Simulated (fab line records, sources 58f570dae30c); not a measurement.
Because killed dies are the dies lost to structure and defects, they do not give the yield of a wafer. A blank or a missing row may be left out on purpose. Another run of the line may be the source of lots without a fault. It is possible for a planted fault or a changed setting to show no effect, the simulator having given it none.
Lot-split experiment -- flow berkeley cmos170 -- 23 wafers read across 5 lots, on a route 331 steps long

THE SPLIT ITSELF
At UCB170_START_OXIDATION_02 (target thk 20 nm, ox time 1800 s), the setting ox time s was moved away from the recipe's 1800 s on 15 of the 23 wafers read, by -12.1% to +13.0%. This setting was run at the recipe's value on the other wafers.

The reading is taken at the split's own step.

THE READING
SiO2_of_START_OXIDATION_02.thk nm (the simulator's own value, which no gauge read), in nm, at UCB170_START_OXIDATION_02 (target thk 20 nm, ox time 1800 s). The file does not state a usual value for it. The 8 wafers here that ran the recipe average 20.27 nm, standard deviation 0.11 nm.

wafer,"tool, chamber at the split","ox time s as run, s",against the recipe,"SiO2_of_START_OXIDATION_02.thk nm, nm",against lot-mates on the recipe
L075.1,"-, -",1583,-12.1%,18.46,no lot-mate on the recipe
L075.2,"-, -",1583,-12.1%,18.74,no lot-mate on the recipe
L075.3,"-, -",1583,-12.1%,18.47,no lot-mate on the recipe
L075.4,"-, -",1583,-12.1%,18.59,no lot-mate on the recipe
L075.5,"-, -",1583,-12.1%,18.69,no lot-mate on the recipe
L076.1,"furnace-04, 0",1800,recipe,20.19,-
L076.4,"furnace-04, 0",1800,recipe,20.21,-
L076.6,"furnace-04, 0",1800,recipe,20.08,-
L077.1,"-, -",2034,+13.0%,21.06,no lot-mate on the recipe
L077.2,"-, -",2034,+13.0%,21.04,no lot-mate on the recipe
L077.3,"-, -",2034,+13.0%,21.1,no lot-mate on the recipe
L077.5,"-, -",2034,+13.0%,21.28,no lot-mate on the recipe
L077.6,"-, -",2034,+13.0%,21.08,no lot-mate on the recipe
L081.1,"-, -",1800,recipe,20.41,-
L081.2,"-, -",1800,recipe,20.27,-
L081.3,"-, -",1800,recipe,20.3,-
L081.4,"-, -",1800,recipe,20.45,-
L081.5,"-, -",1800,recipe,20.24,-
L083.1,"-, -",2010,+11.7%,21.75,no lot-mate on the recipe
L083.2,"-, -",2010,+11.7%,21.83,no lot-mate on the recipe
L083.4,"-, -",2010,+11.7%,22.04,no lot-mate on the recipe
L083.5,"-, -",2010,+11.7%,22.12,no lot-mate on the recipe
L083.6,"-, -",2010,+11.7%,22.17,no lot-mate on the recipe

FIT RESULTS
A straight line over all 23 wafers: SiO2_of_START_OXIDATION_02.thk nm changes by +0.117 nm for each +1% of ox time s; r = +0.95; the points scatter about the line by 0.39 nm.
Too few moved wafers with a lot-mate on the recipe to fit a line net of each lot's own level.

THE FILE'S OWN FIT
SiO2_of_START_OXIDATION_02.thk nm changes by +0.117 nm for each +1% of ox time s, r = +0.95.
